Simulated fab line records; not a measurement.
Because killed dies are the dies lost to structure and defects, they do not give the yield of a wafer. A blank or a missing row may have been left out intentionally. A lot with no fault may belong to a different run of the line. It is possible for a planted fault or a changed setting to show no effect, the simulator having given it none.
Split-lot study :: flow rit_cmos :: 23 wafers read from 5 lots, route of 202 steps

== ABOUT THE SPLIT ==
At RIT_SPACER_CVD_03 (deposits Si3N4 from SiH2Cl2/NH3, target thk 250 nm, time 3300 s), the setting nh3_flow_sccm was moved away from the recipe's 150 sccm on 10 of the 23 wafers read, by -7.1% to +13.7%. For the rest of the wafers, this setting stayed at what the recipe calls for.

== FROM THE SPLIT TO THE READING: what the file shows between them, 3 steps ==
- RIT_PSD_COAT_01: resist thk 1000 nm (also split here: spin_rpm)
- RIT_PSD_DEVELOP_05: develop time 50 s (also split here: develop_time_s)
- RIT_PSD_HARDBAKE_07: time 60 s

== THE READING ==
Si3N4_of_SPACER_CVD_03.thk_nm (the simulator's own value, which no gauge read), in nm, at RIT_SDANNEAL_CLEAN_00 (cleans in SC1, time 600 s). The file gives no usual value for it. Across the 13 wafers here that went through the recipe, the average is 198.5 nm and the standard deviation 1.6 nm.

wafer: L074.1
tool, chamber at the split: -, -
nh3_flow_sccm as run, sccm: 150
against the recipe: recipe
Si3N4_of_SPACER_CVD_03.thk_nm, nm: 199.8
against lot-mates on the recipe: -

wafer: L074.6
tool, chamber at the split: -, -
nh3_flow_sccm as run, sccm: 150
against the recipe: recipe
Si3N4_of_SPACER_CVD_03.thk_nm, nm: 199.8
against lot-mates on the recipe: -

wafer: L074.2
tool, chamber at the split: -, -
nh3_flow_sccm as run, sccm: 150
against the recipe: recipe
Si3N4_of_SPACER_CVD_03.thk_nm, nm: 197.8
against lot-mates on the recipe: -

wafer: L074.3
tool, chamber at the split: -, -
nh3_flow_sccm as run, sccm: 150
against the recipe: recipe
Si3N4_of_SPACER_CVD_03.thk_nm, nm: 199.2
against lot-mates on the recipe: -

wafer: L074.5
tool, chamber at the split: -, -
nh3_flow_sccm as run, sccm: 150
against the recipe: recipe
Si3N4_of_SPACER_CVD_03.thk_nm, nm: 199.9
against lot-mates on the recipe: -

wafer: L078.1
tool, chamber at the split: lpcvd-01, 0
nh3_flow_sccm as run, sccm: 150
against the recipe: recipe
Si3N4_of_SPACER_CVD_03.thk_nm, nm: 199.7
against lot-mates on the recipe: -

wafer: L078.3
tool, chamber at the split: lpcvd-01, 0
nh3_flow_sccm as run, sccm: 150
against the recipe: recipe
Si3N4_of_SPACER_CVD_03.thk_nm, nm: 196.8
against lot-mates on the recipe: -

wafer: L078.6
tool, chamber at the split: lpcvd-01, 0
nh3_flow_sccm as run, sccm: 150
against the recipe: recipe
Si3N4_of_SPACER_CVD_03.thk_nm, nm: 198.9
against lot-mates on the recipe: -

wafer: L080.1
tool, chamber at the split: -, -
nh3_flow_sccm as run, sccm: 150
against the recipe: recipe
Si3N4_of_SPACER_CVD_03.thk_nm, nm: 198.4
against lot-mates on the recipe: -

wafer: L080.3
tool, chamber at the split: -, -
nh3_flow_sccm as run, sccm: 150
against the recipe: recipe
Si3N4_of_SPACER_CVD_03.thk_nm, nm: 197.6
against lot-mates on the recipe: -

wafer: L080.4
tool, chamber at the split: -, -
nh3_flow_sccm as run, sccm: 150
against the recipe: recipe
Si3N4_of_SPACER_CVD_03.thk_nm, nm: 199.7
against lot-mates on the recipe: -

wafer: L080.5
tool, chamber at the split: -, -
nh3_flow_sccm as run, sccm: 150
against the recipe: recipe
Si3N4_of_SPACER_CVD_03.thk_nm, nm: 194.2
against lot-mates on the recipe: -

wafer: L080.6
tool, chamber at the split: -, -
nh3_flow_sccm as run, sccm: 150
against the recipe: recipe
Si3N4_of_SPACER_CVD_03.thk_nm, nm: 199.3
against lot-mates on the recipe: -

wafer: L084.1
tool, chamber at the split: -, -
nh3_flow_sccm as run, sccm: 170.6
against the recipe: +13.7%
Si3N4_of_SPACER_CVD_03.thk_nm, nm: 214.7
against lot-mates on the recipe: no lot-mate on the recipe

wafer: L084.2
tool, chamber at the split: -, -
nh3_flow_sccm as run, sccm: 170.6
against the recipe: +13.7%
Si3N4_of_SPACER_CVD_03.thk_nm, nm: 214.4
against lot-mates on the recipe: no lot-mate on the recipe

wafer: L084.3
tool, chamber at the split: -, -
nh3_flow_sccm as run, sccm: 170.6
against the recipe: +13.7%
Si3N4_of_SPACER_CVD_03.thk_nm, nm: 219.2
against lot-mates on the recipe: no lot-mate on the recipe

wafer: L084.5
tool, chamber at the split: -, -
nh3_flow_sccm as run, sccm: 170.6
against the recipe: +13.7%
Si3N4_of_SPACER_CVD_03.thk_nm, nm: 219.7
against lot-mates on the recipe: no lot-mate on the recipe

wafer: L084.6
tool, chamber at the split: -, -
nh3_flow_sccm as run, sccm: 170.6
against the recipe: +13.7%
Si3N4_of_SPACER_CVD_03.thk_nm, nm: 215.6
against lot-mates on the recipe: no lot-mate on the recipe

wafer: L085.1
tool, chamber at the split: -, -
nh3_flow_sccm as run, sccm: 139.4
against the recipe: -7.1%
Si3N4_of_SPACER_CVD_03.thk_nm, nm: 185.5
against lot-mates on the recipe: no lot-mate on the recipe

wafer: L085.3
tool, chamber at the split: -, -
nh3_flow_sccm as run, sccm: 139.4
against the recipe: -7.1%
Si3N4_of_SPACER_CVD_03.thk_nm, nm: 184.8
against lot-mates on the recipe: no lot-mate on the recipe

wafer: L085.4
tool, chamber at the split: -, -
nh3_flow_sccm as run, sccm: 139.4
against the recipe: -7.1%
Si3N4_of_SPACER_CVD_03.thk_nm, nm: 184.7
against lot-mates on the recipe: no lot-mate on the recipe

wafer: L085.5
tool, chamber at the split: -, -
nh3_flow_sccm as run, sccm: 139.4
against the recipe: -7.1%
Si3N4_of_SPACER_CVD_03.thk_nm, nm: 185
against lot-mates on the recipe: no lot-mate on the recipe

wafer: L085.6
tool, chamber at the split: -, -
nh3_flow_sccm as run, sccm: 139.4
against the recipe: -7.1%
Si3N4_of_SPACER_CVD_03.thk_nm, nm: 186.2
against lot-mates on the recipe: no lot-mate on the recipe

FIT RESULTS
A straight line over all 23 wafers: Si3N4_of_SPACER_CVD_03.thk_nm changes by +1.47 nm for each +1% of nh3_flow_sccm; r = +0.98; the points scatter about the line by 2.1 nm.
Too few moved wafers with a lot-mate on the recipe to fit a line net of each lot's own level.

== THE FILE'S OWN FIT ==
Si3N4_of_SPACER_CVD_03.thk_nm changes by +1.47 nm for each +1% of nh3_flow_sccm, r = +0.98.
